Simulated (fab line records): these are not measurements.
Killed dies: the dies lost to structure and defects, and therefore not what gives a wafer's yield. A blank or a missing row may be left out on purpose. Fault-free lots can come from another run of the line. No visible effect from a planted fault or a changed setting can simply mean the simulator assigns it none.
Chamber matching	flow berkeley_cmos170	UCB170_V2_CVD_00 on pecvd-04 has 3 sister chambers
The step deposits SiO2 from TEOS/O2, target thk 2000 nm, time 250 s. 6 wafers are shown with their chamber, then 8 later ones without.

WAFERS WITH THEIR CHAMBER
wafer	chamber	run_length_s (s)	heater_power_w (W)
L715.4	2	278.6	299
L717.3	2	278.5	287
L722.1	1	277.1	339
L722.4	0	278.6	285
L722.5	1	277.2	258
L728.2	0	277.8	225

WAFERS WITH NO CHAMBER GIVEN
wafer	run_length_s (s)	heater_power_w (W)
L728.3	277.2	312
L728.6	278.8	292
L731.2	278.6	282
L731.4	278.2	202
L731.6	277.5	258
L733.1	277.5	263
L733.5	278.7	303
L733.6	277.5	352

WHICH CHAMBER EACH ONE RAN IN
wafer	from the rows above	in truth
L728.3	1	1
L728.6	can't be placed: 2 or 0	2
L731.2	can't be placed: 2 or 0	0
L731.4	can't be placed: 0 or 2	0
L731.6	can't be placed: 1 or 0 or 2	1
L733.1	can't be placed: 1 or 0 or 2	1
L733.5	can't be placed: 2 or 0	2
L733.6	can't be placed: 1 or 0 or 2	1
Placed correctly: 1 of 8. Can't be placed from these rows: 7 (the true chamber is among the candidates in 7). Wrongly placed: 0.
How it was worked out, from the rows above alone: a wafer's distance from a chamber is the root of the sum, over the readings, of the square of ((its reading less the chamber's mean) divided by the reading's scatter). If the next closest chamber is less than 2 further off than the closest, the wafer can't be placed; otherwise it belongs to the closest. The mean given for a chamber averages the wafers shown for that chamber. The scatter: the root of (the sum of the squares of (reading less its chamber's mean) over the shown wafers, divided by (wafers less chambers)).
